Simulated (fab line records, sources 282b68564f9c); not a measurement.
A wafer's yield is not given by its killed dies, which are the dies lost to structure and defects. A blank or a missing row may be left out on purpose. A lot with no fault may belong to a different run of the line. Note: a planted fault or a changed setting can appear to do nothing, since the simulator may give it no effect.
fab line records | flow ritCmos
record lots=15 wafers=45 lastDay=7
route steps=202 shown REOX@101
lots that met no fault: taken from a fault-free run of the same line
startH: the number of hours between the record's first day and the start of the first shown wafer of the lot | waitH: hours since the lot's step before | " as in the row above | L1.1+2: several wafers, shown together as one row | - either no value or no given start | * or withheld: withheld | < > ~ a bound
route shown NAME@n: NAME is a module with steps in the file, n the number in the route of the first one | usual: average and standard deviation across the fault-free wafers | same: alike in all rows | chamber/n: place in a boat | sites: the reading at each site | _std_site: standard deviation across them | _edge_site: inner sites' mean taken away from outer sites' mean | radiusMm: for every site, how far away it sits from the centre of the wafer | mask NAME#n: copy n | behind: the tool/chamber that last shaped the wafer | hold: reason for holding the lot/hours on hold/outcome of the hold | device: the transistor (n, p or np) that didn't switch | end of line: the route-end tests of the same wafers | where a step has no rows: the recipe by itself | killed: dies that structure and defects cost at the first sort, which is not the same as the wafer's yield | map: dies across one wafer; x = killed, . = not, _ = none there
set.NAME: setting as actually run; set.NAME@STEP: the setting as run at that earlier step | model.NAME: the simulator's own value behind a step, which no gauge read
the route's steps for a sample of lots (tables are steps, rows are wafers)
services: the hour from which a tool's chamber was out of use, counted from the record's first day as startH (under 0 if before that day), plus the number of hours and why
## steps
# step RIT_REOX_OXIDATION_03
# recipe tempC=900 ambient=O2 targetThkA=252 oxTimeS=5580
# usual spikeTcCentreC=902.1/2.1 spikeTcLoadC=927.0/2.5 spikeTcSourceC=921.0/1.6 tubeCenterTempC=900/0.084 tube_center_temp_C_max=902.4/0.4 zonePowerLoadPct=26.1/0.56
# same oxTimeS=5580
# columns lot.wafer tool chamber startH waitH spikeTcCentreC spikeTcLoadC spikeTcSourceC tubeCenterTempC tube_center_temp_C_max zonePowerLoadPct
L102.2 furnace-03 0 40.68 0.4 899.3 931.7 919.3 900.05 901.9 26.5
L102.4 " 0 " " 899.6 930.2 919.7 900.19 902.8 26.5
L102.6 " 0 " " 898.8 931.2 917.8 899.97 901.9 26.4
L104.1 furnace-04 0 49.50 0.0 904.6 925.5 921.5 900.17 902.5 26.1
L104.3 " 0 " " 905.1 925.1 922.8 900.05 902.3 25.7
L104.4 " 0 " " 904.1 926.5 920.8 900.2 902.1 26.6
L105.2 furnace-03 0 53.54 0.0 898.8 931.0 919.1 899.98 902.2 26.7
L105.4 " 0 " " 899.6 930.2 918.8 899.9 903.2 26.3
L105.5 " 0 " " 899.7 930.7 918.9 900.02 902.4 26.7
L106.1 furnace-03 0 61.13 0.0 900.5 931.6 918.4 900 902.4 26.2
L106.3 " 0 " " 899.2 930.0 919.0 899.96 902.3 26.5
L106.6 " 0 " " 900.4 929.0 919.8 900.06 902.7 26.8
L107.2 furnace-04 0 67.74 1.0 902.4 925.9 923.6 899.96 901.9 25.9
L107.3 " 0 " " 903.9 926.6 921.4 899.88 902.1 26.2
L107.5 " 0 " " 902.5 925.7 920.0 900.03 902.4 26.9
L108.1 furnace-01 0 69.53 1.1 902.8 924.6 921.8 900.06 902.2 25.5
L108.2 " 0 " " 904.3 925.6 922.9 899.9 901.7 25.7
L108.4 " 0 " " 903.5 925.3 920.6 899.98 902.5 25.2
L109.2 furnace-04 0 78.66 0.0 904.8 924.7 922.0 899.95 902.1 26.4
L109.3 " 0 " " 903.3 926.6 920.2 899.97 902.4 26.2
L109.6 " 0 " " 904.6 925.9 921.1 900.06 901.8 26.4
L110.1 furnace-01 0 82.92 1.5 903.0 926.4 921.9 900.08 902.8 25.7
L110.2 " 0 " " 903.2 925.8 921.2 900 903.1 25.5
L110.3 " 0 " " 902.6 923.3 922.4 899.95 902.2 25.9
L111.2 furnace-03 0 90.27 0.9 897.8 931.0 919.2 900.05 902.5 25.9
L111.5 " 0 " " 899.8 929.6 919.3 899.97 902.4 26.6
L111.6 " 0 " " 900.8 931.0 919.0 900.03 902.7 26.6
L112.1 furnace-01 0 95.37 0.5 903.4 923.6 923.5 900.19 903.5 25.5
L112.3 " 0 " " 902.1 926.6 922.9 899.83 902.2 25.4
L112.5 " 0 " " 904.9 926.3 922.4 900.03 902.3 25.4
L113.1 furnace-03 0 97.90 0.0 911.9 945.0 934.0 914.97 917.3 27.9
L113.2 " 0 " " 913.7 945.1 934.1 915.03 917.3 27.7
L113.5 " 0 " " 914.5 944.5 933.7 914.93 917.0 27.8
L114.4 furnace-03 0 102.64 1.8 914.5 946.1 935.6 915.04 917.6 27.3
L114.5 " 0 " " 914.8 945.8 935.1 915.03 917.0 27.8
L114.6 " 0 " " 913.9 944.2 935.1 914.91 917.7 27.7
L116.4 furnace-03 0 114.06 0.3 915.4 945.2 934.8 915.08 917.1 27.5
L116.5 " 0 " " 913.7 943.6 936.5 914.83 917.0 27.8
L116.6 " 0 " " 912.2 945.2 933.3 914.93 917.9 28.2
L123.1 furnace-04 0 146.44 0.0 904.6 925.3 923.8 899.94 902.4 26.5
L123.2 " 0 " " 903.7 926.4 922.9 899.91 902.0 26.5
L123.5 " 0 " " 903.6 926.4 920.4 900.03 901.6 26.5
L124.1 furnace-01 0 150.05 0.4 903.1 925.5 921.5 900.01 902.2 25.7
L124.3 " 0 " " 900.6 925.5 921.5 899.77 902.3 25.3
L124.6 " 0 " " 904.0 924.5 921.1 899.93 902.2 25.4
# step RIT_REOX_THK_MEAS_04
# recipe reads=SiO2_of_REOX_OXIDATION_03
# usual REOX_OXIDE_THK=25.2/0.42
# columns lot.wafer tool chamber startH waitH REOX_OXIDE_THK[nm]
L102.2 filmMetro-04 - 43.24 0.0 25.8
L102.4 " - " " 25.3
L102.6 " - " " 26.0
L104.1 filmMetro-03 - 52.05 0.0 25.4
L104.3 " - " " 25.1
L104.4 " - " " 24.7
L105.2 filmMetro-03 - 56.10 0.0 25.1
L105.4 " - " " 24.7
L105.5 " - " " 25.3
L106.1 filmMetro-01 - 63.68 0.0 25.0
L106.3 " - " " 24.9
L106.6 " - " " 24.8
L107.2 filmMetro-01 - 70.30 0.0 25.6
L107.3 " - " " 25.3
L107.5 " - " " 25.9
L108.1 filmMetro-01 - 72.08 0.0 25.1
L108.2 " - " " 25.2
L108.4 " - " " 24.9
L109.2 filmMetro-04 - 81.22 0.0 25.0
L109.3 " - " " 25.8
L109.6 " - " " 25.8
L110.1 filmMetro-04 - 85.47 0.0 25.8
L110.2 " - " " 25.6
L110.3 " - " " 25.2
L111.2 filmMetro-04 - 92.83 0.0 24.7
L111.5 " - " " 25.1
L111.6 " - " " 25.0
L112.1 filmMetro-01 - 97.92 0.0 25.6
L112.3 " - " " 25.6
L112.5 " - " " 26.3
L113.1 filmMetro-03 - 100.45 0.0 29.6
L113.2 " - " " 29.8
L113.5 " - " " 29.7
L114.4 filmMetro-03 - 105.22 0.0 29.4
L114.5 " - " " 29.0
L114.6 " - " " 29.5
L116.4 filmMetro-04 - 116.64 0.0 29.1
L116.5 " - " " 29.0
L116.6 " - " " 29.3
L123.1 filmMetro-04 - 148.99 0.0 25.0
L123.2 " - " " 25.0
L123.5 " - " " 24.4
L124.1 filmMetro-01 - 152.60 0.0 25.1
L124.3 " - " " 24.6
L124.6 " - " " 25.1
## services
# columns tool chamber startH hours kind
furnace-01 - 54.79 3.6 pm
furnace-04 - 63.47 2.3 pm
furnace-04 - 85.53 4.5 pm
## key
firstSign step=RIT_REOX_OXIDATION_03 reading=tubeCenterTempC direction=up sigmas=99+ usual=* struck=*
effect step=RIT_REOX_OXIDATION_03 reading=tube_center_temp_C_max direction=up sigmas=38 usual=* struck=*
effect step=RIT_REOX_THK_MEAS_04 reading=REOX_OXIDE_THK direction=up sigmas=10 usual=25.2 struck=29.4
metAt RIT_REOX_OXIDATION_03
struckLots L113,L114,L116
testerLeftOut L113,L114,L116
fault kind=processParameterDrift tool=furnace-03 chamber=- onsetH=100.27 steps=RIT_REOX_OXIDATION_03 channel=tempC offset=* shape=step endH=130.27 actsIn=* stated=*
# testerLeftOut: of these lots the tester's yield and bins aren't shown, on N5 and GAA mostly nor the transistor test; their killed dies are dies lost to structure and defects alone, not to doping, threshold or leakage, so they don't give the yield
